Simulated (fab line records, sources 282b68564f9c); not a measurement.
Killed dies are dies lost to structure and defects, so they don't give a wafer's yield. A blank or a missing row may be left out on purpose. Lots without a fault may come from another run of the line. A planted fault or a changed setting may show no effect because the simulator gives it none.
fab line records | flow rit_cmos
record lots=6 wafers=18 last_day=8
route steps=202 shown NLDD@107 PLDD@114
lots that met no fault: from a run of the same line without faults
start_h: hours from the record's first day to the start of the lot's first wafer shown | wait_h: hours since the lot's step before | " the same as in the row above | L1.1+2: a row that stands for several wafers | - no value, or no start given | * or withheld: withheld | < > ~ a bound
route shown NAME@n: a module of which the file shows steps, and the number in the route of the first | usual: mean/standard deviation of fault-free wafers | same: alike in all rows | chamber/n: place in a boat | sites: the reading at each site | _std_site: their standard deviation | _edge_site: outer sites' mean less inner sites' | radius_mm: how far each site lies from the wafer's centre | mask NAME#n: copy n | behind: the tool/chamber that last shaped the wafer | hold: why the lot was held/for how many hours/how that ended | device: the transistor (n, p or np) that didn't switch | end of line: the same wafers' tests at the end of the route | a step without rows: its recipe alone | killed: dies lost to structure and defects at the first sort, not the wafer's yield | map: a wafer's dies, x killed, . not, _ none there
set.NAME: the setting as run; set.NAME@STEP: as run at that earlier step | model.NAME: the simulator's own value behind a step, which no gauge read
lots at some steps of the route; a table a step, a row a wafer
services: from which hour (start_h, from the record's first day; less than 0 if before it) a tool's chamber was out of use, for how many hours, and why
## steps
# step RIT_NLDD_PEB_04
# recipe resist=NOVOLAK temp_c=withheld time_s=withheld
# step RIT_NLDD_DEVELOP_05
# recipe resist=NOVOLAK develop_time_s=50 dev_temp_c=23
# step RIT_NLDD_OVL_MEAS_06
# usual NLDD_OVL=-0.3/1.6
# columns lot.wafer tool chamber start_h wait_h NLDD_OVL[nm]
L304.2 overlay-02 - 65.57 - 0.4
L304.3 " - " " 1.9
L304.6 " - " " 2.5
L305.1 overlay-01 - 68.12 - 1.4
L305.4 " - " " 0.8
L305.6 " - " " -0.3
L314.2 overlay-02 - 107.92 - -0.9
L314.5 " - " " -1.8
L314.6 " - " " -2.1
L315.1 overlay-01 - 113.27 - -1.5
L315.3 " - " " 0.0
L315.6 " - " " 1.0
L323.1 overlay-02 - 154.14 - 1.3
L323.3 " - " " 1.6
L323.4 " - " " 1.9
L325.4 overlay-02 - 166.19 - 0.2
L325.5 " - " " -0.4
L325.6 " - " " -0.7
# step RIT_NLDD_HARDBAKE_07
# recipe resist=NOVOLAK temp_c=140 time_s=60
# step RIT_NLDD_IMPLANT_08
# recipe species=P energy_kev=20 dose_cm2=5e+14 tilt_deg=7
# step RIT_NLDD_STRIP_09
# recipe chemistry=O2 time_s=180 resist=NOVOLAK platen_temp_c=withheld power_w=500 pressure_mtorr=4000 o2_flow_sccm=4000
# usual drypump_motor_current_A=5.9/0.45
# columns lot.wafer tool chamber start_h wait_h drypump_motor_current_A rf_hours_counter_h
L304.2 plasma_asher-01 0 65.90 0.1 5.4 25
L304.3 " 0 " " 5.4 -
L304.6 " 0 " " 5.4 -
L305.1 plasma_asher-02 1 68.45 0.1 5.2 40
L305.4 " 1 " " 5.3 -
L305.6 " 1 " " 5.2 -
L314.2 plasma_asher-01 1 108.25 0.1 5.6 30
L314.5 " 0 " " 5.4 -
L314.6 " 1 " " 5.6 -
L315.1 plasma_asher-03 0 113.61 0.1 6.4 47
L315.3 " 0 " " 6.4 -
L315.6 " 0 " " 6.4 -
L323.1 plasma_asher-03 0 154.47 0.1 6.4 51
L323.3 " 0 " " 6.4 -
L323.4 " 1 " " 6.4 -
L325.4 plasma_asher-01 0 166.57 0.1 5.4 -
L325.5 " 1 " " 5.6 -
L325.6 " 0 " " 5.4 -
# step RIT_NLDD_TW_MEAS_10
# usual NLDD_TW=2487/20
# columns lot.wafer tool chamber start_h wait_h NLDD_TW
L304.2 film_metro-02 - 66.09 0.1 2485
L304.3 " - " " 2502
L304.6 " - " " 2512
L305.1 film_metro-02 - 68.63 0.1 2506
L305.4 " - " " 2505
L305.6 " - " " 2484
L314.2 film_metro-04 - 108.43 0.1 2442
L314.5 " - " " 2452
L314.6 " - " " 2468
L315.1 film_metro-01 - 113.78 0.1 2491
L315.3 " - " " 2494
L315.6 " - " " 2505
L323.1 film_metro-04 - 154.65 0.1 2461
L323.3 " - " " 2471
L323.4 " - " " 2466
L325.4 film_metro-04 - 166.72 0.1 2481
L325.5 " - " " 2459
L325.6 " - " " 2466
# step RIT_PLDD_HMDS_00
# recipe prime_time_s=60 prime_temp_c=140
# step RIT_PLDD_COAT_01
# recipe resist=NOVOLAK spin_rpm=3250 resist_thk_nm=1000
# step RIT_PLDD_SOFTBAKE_02
# recipe resist=NOVOLAK temp_c=90 time_s=60
# step RIT_PLDD_EXPOSE_03
# recipe mask_id=M8 na=0.57 target_cd_nm=40900 dose_mj=250
# step RIT_PLDD_PEB_04
# recipe resist=NOVOLAK temp_c=withheld time_s=withheld
# step RIT_PLDD_DEVELOP_05
# recipe resist=NOVOLAK develop_time_s=50 dev_temp_c=23
# usual chill_plate_temp_C=23.00/0.1 develop_time_s=50/0
# columns lot.wafer tool chamber start_h wait_h chill_plate_temp_C develop_time_s
L304.2 litho_track-01 0 67 - 22.95 50
L304.3 " 0 " " 23.25 50
L304.6 " 0 " " 23.06 50
L305.1 litho_track-03 0 69 - 23.12 50
L305.4 " 0 " " 23.04 50
L305.6 " 0 " " 23.08 50
L314.2 litho_track-03 - 109 - - -
L314.5 " - " " - -
L314.6 " - " " - -
L315.1 litho_track-03 - 114 - - -
L315.3 " - " " - -
L315.6 " - " " - -
L323.1 litho_track-04 0 155 - 23.07 50
L323.3 " 0 " " 23.16 50
L323.4 " 0 " " 23.16 50
L325.4 litho_track-01 0 167 - 22.87 50
L325.5 " 0 " " 23.01 50
L325.6 " 0 " " 23.08 50
# step RIT_PLDD_OVL_MEAS_06
# usual PLDD_OVL=-1.5/1.3
# columns lot.wafer tool chamber start_h wait_h PLDD_OVL[nm]
L304.2 overlay-01 - 67.13 - -1.8
L304.3 " - " " -2.3
L304.6 " - " " -1.8
L305.1 overlay-01 - 69.66 - -0.2
L305.4 " - " " -1.0
L305.6 " - " " -3.2
L314.2 overlay-01 - 109.34 - -
L314.5 " - " " -
L314.6 " - " " -
L315.1 overlay-02 - 114.69 - -
L315.3 " - " " -
L315.6 " - " " -
L323.1 overlay-02 - 155.67 - -1.6
L323.3 " - " " -1.0
L323.4 " - " " -2.1
L325.4 overlay-02 - 167.61 - -0.2
L325.5 " - " " 0.2
L325.6 " - " " -1.6
## services
# columns tool chamber start_h hours kind
plasma_asher-02 - 105.30 1.3 repair
plasma_asher-03 - 144.51 2.1 repair
## key
first_sign step=RIT_PLDD_DEVELOP_05 reading=tool_record direction=missing
effect none on later readings
met_at RIT_PLDD_DEVELOP_05
struck_wafers L314.2,L314.5,L314.6,L315.1,L315.3,L315.6
sort_left_out L314.2,L314.5,L314.6,L315.1,L315.3,L315.6
tester_left_out L314,L315
onset_between 69 109
fault kind=skipped_step_whole tool=litho_track-03 chamber=- onset_h=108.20 steps=RIT_PLDD_DEVELOP_05 scope=struck_lots_only
# tester_left_out: of these lots the tester's yield and bins aren't shown, on N5 and GAA mostly nor the transistor test; their killed dies are dies lost to structure and defects alone, not to doping, threshold or leakage, so they don't give the yield
# sort_left_out: the simulated sort isn't trusted on such a fault, so these wafers' sort isn't shown, and their yield isn't known
